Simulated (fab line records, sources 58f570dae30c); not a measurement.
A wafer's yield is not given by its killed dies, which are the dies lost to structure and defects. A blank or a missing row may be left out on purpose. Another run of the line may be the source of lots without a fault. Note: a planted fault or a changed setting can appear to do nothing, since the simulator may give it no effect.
Split-lot trial + flow berkeley-cmos170 + 27 wafers read from 5 lots, route of 331 steps

THE SPLIT
At UCB170_NWELL_OXIDATION_01 (target thk 26.4 nm, ox time 1260 s), the setting ox-time-s was moved away from the recipe's 1260 s on 18 of the 27 wafers read, by -59.5% to +45.0%. For the rest of the wafers, this setting stayed at what the recipe calls for.

Between the split and the reading, the file records no step.

THE READING
NWELL_OXIDE_THK in nanometres, read at UCB170_NWELL_THK_MEAS_02. A value of 26.3 nm with a standard deviation of 0.43 nm is what fault-free wafers of this fab line usually give.

| wafer  | tool, chamber at the split | ox-time-s as run, s | against the recipe | NWELL_OXIDE_THK, nm | against lot-mates on the recipe |
|--------|----------------------------|---------------------|--------------------|---------------------|---------------------------------|
| L075.1 | -, -                       | 781.1               | -38.0%             | 19.3                | no lot-mate on the recipe       |
| L075.2 | -, -                       | 781.1               | -38.0%             | 19.4                | no lot-mate on the recipe       |
| L075.3 | -, -                       | 781.1               | -38.0%             | 19.5                | no lot-mate on the recipe       |
| L075.4 | -, -                       | 781.1               | -38.0%             | 19.4                | no lot-mate on the recipe       |
| L075.5 | -, -                       | 781.1               | -38.0%             | 19.2                | no lot-mate on the recipe       |
| L075.6 | -, -                       | 781.1               | -38.0%             | 19.6                | no lot-mate on the recipe       |
| L076.1 | furnace-04, 0              | 1260                | recipe             | 26.5                | -                               |
| L076.3 | furnace-04, 0              | 1260                | recipe             | 26.6                | -                               |
| L076.6 | furnace-04, 0              | 1260                | recipe             | 26.4                | -                               |
| L080.1 | -, -                       | 1827                | +45.0%             | 32.5                | no lot-mate on the recipe       |
| L080.2 | -, -                       | 1827                | +45.0%             | 32.1                | no lot-mate on the recipe       |
| L080.3 | -, -                       | 1827                | +45.0%             | 32.6                | no lot-mate on the recipe       |
| L080.4 | -, -                       | 1827                | +45.0%             | 32.4                | no lot-mate on the recipe       |
| L080.5 | -, -                       | 1827                | +45.0%             | 32.7                | no lot-mate on the recipe       |
| L080.6 | -, -                       | 1827                | +45.0%             | 32.5                | no lot-mate on the recipe       |
| L082.1 | -, -                       | 510.6               | -59.5%             | 16.5                | no lot-mate on the recipe       |
| L082.2 | -, -                       | 510.6               | -59.5%             | 16.5                | no lot-mate on the recipe       |
| L082.3 | -, -                       | 510.6               | -59.5%             | 16.2                | no lot-mate on the recipe       |
| L082.4 | -, -                       | 510.6               | -59.5%             | 16.4                | no lot-mate on the recipe       |
| L082.5 | -, -                       | 510.6               | -59.5%             | 16.2                | no lot-mate on the recipe       |
| L082.6 | -, -                       | 510.6               | -59.5%             | 16.3                | no lot-mate on the recipe       |
| L085.1 | -, -                       | 1260                | recipe             | 25.9                | -                               |
| L085.2 | -, -                       | 1260                | recipe             | 26.2                | -                               |
| L085.3 | -, -                       | 1260                | recipe             | 25.5                | -                               |
| L085.4 | -, -                       | 1260                | recipe             | 25.7                | -                               |
| L085.5 | -, -                       | 1260                | recipe             | 25.5                | -                               |
| L085.6 | -, -                       | 1260                | recipe             | 25.6                | -                               |

FIT RESULTS
A straight line over all 27 wafers: NWELL_OXIDE_THK changes by +0.157 nm for each +1% of ox-time-s; r = +1.00; the points scatter about the line by 0.39 nm.
Too few moved wafers with a lot-mate on the recipe to fit a line net of each lot's own level.

THE WHOLE CHAIN: every reading that the file lists as answering this split, in the file's order
| step                      | what it does                       | reading                                                                            | change (the file's fit)               | r (the file's) |
|---------------------------|------------------------------------|------------------------------------------------------------------------------------|---------------------------------------|----------------|
| UCB170_NWELL_OXIDATION_01 | target thk 26.4 nm, ox time 1260 s | SiO2_of_NWELL_OXIDATION_01.thk-nm (the simulator's own value, which no gauge read) | +0.156 nm for each +1% of the setting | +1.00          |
| UCB170_NWELL_THK_MEAS_02  |                                    | NWELL_OXIDE_THK                                                                    | +0.157 for each +1% of the setting    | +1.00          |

FILE'S OWN FIT
NWELL_OXIDE_THK changes by +0.157 nm for each +1% of ox-time-s, r = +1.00.
